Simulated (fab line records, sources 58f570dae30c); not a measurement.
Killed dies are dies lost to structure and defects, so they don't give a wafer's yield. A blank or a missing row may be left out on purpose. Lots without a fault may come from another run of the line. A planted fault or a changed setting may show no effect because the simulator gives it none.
One fault seen from 2 desks | flow berkeley_cmos170 | each desk has only its own numbers; what lay behind them comes last

THE TOOL OWNER'S DESK: pvd_sputter-02
The tool's own readings at UCB170_SILICIDE_SPUTTER_01 (material Ti, target thk 30 nm, time 25 s): means of the sampled wafers that have a number, for each lot that ran on this tool. A lot is out of limits, marked OUT, if its mean lies more than 4 standard deviations from the usual mean; the brackets give that distance.
Columns: A = throttle_valve_pct at UCB170_SILICIDE_SPUTTER_01, usual 29.3 %
lot  | first seen here | A
L302 | day 8 06:26     | 30.4
L304 | day 8 20:45     | 30.3
L309 | day 9 23:28     | 30.7
L313 | day 11 04:33    | 30.4
This desk's finding: nothing out of limits on any of the 4 lots.

THE METROLOGY DESK
What the gauges read, lot by lot, whatever tool the lot ran on: means of the sampled wafers that have a number. A lot is out of limits, marked OUT, if its mean lies more than 4 standard deviations from the usual mean; the brackets give that distance.
Columns: A = SILICIDE_TI_RS at UCB170_SILICIDE_RS_MEAS_02, usual 26.2 ohm/sq; B = SILICIDE_TI_THK at UCB170_SILICIDE_THK_MEAS_03, usual 30.8 nm
lot  | first seen here | A              | B
L299 | day 7 16:07     | 26.3           | 30.7
L302 | day 8 06:28     | 26.1           | 31.0
L300 | day 8 06:57     | 26.4           | 30.8
L301 | day 8 07:14     | 25.9           | 31.1
L303 | day 8 20:29     | 26.2           | 31.0
L304 | day 8 20:48     | 26.6           | 30.5
L305 | day 9 08:05     | 26.4           | 30.7
L309 | day 9 23:31     | 34.3 (+24) OUT | 24.4 (-21) OUT
L313 | day 11 04:35    | 33.9 (+23) OUT | 24.8 (-19) OUT
L318 | day 12 03:19    | 26.2           | 30.8
L319 | day 12 16:27    | 26.1           | 30.6
L322 | day 13 05:52    | 26.3           | 30.5
L321 | day 13 06:34    | 26.0           | 31.0
This desk's finding: out of limits on L309, L313; first on L309, day 9 23:31 (SILICIDE_TI_RS at UCB170_SILICIDE_RS_MEAS_02). In limits: L299, L302, L300, L301, L303, L304, L305, L318, L319, L322, L321.

PUT TOGETHER
The metrology desk could have raised an alarm at day 9 23:31, on L309, L313.
The tool owner's desk saw nothing out of limits.
The tool owner's desk has L309, L313 on record, within its limits.
Of the lots named, all ran UCB170_SILICIDE_SPUTTER_01 on pvd_sputter-02.

WHAT THE SIMULATOR HAD PUT IN
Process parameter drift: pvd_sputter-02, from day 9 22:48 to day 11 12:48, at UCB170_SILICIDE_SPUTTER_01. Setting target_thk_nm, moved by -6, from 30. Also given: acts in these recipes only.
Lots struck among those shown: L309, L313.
Hours from the fault's start to each desk's first reading out of limits: the metrology desk, 1.
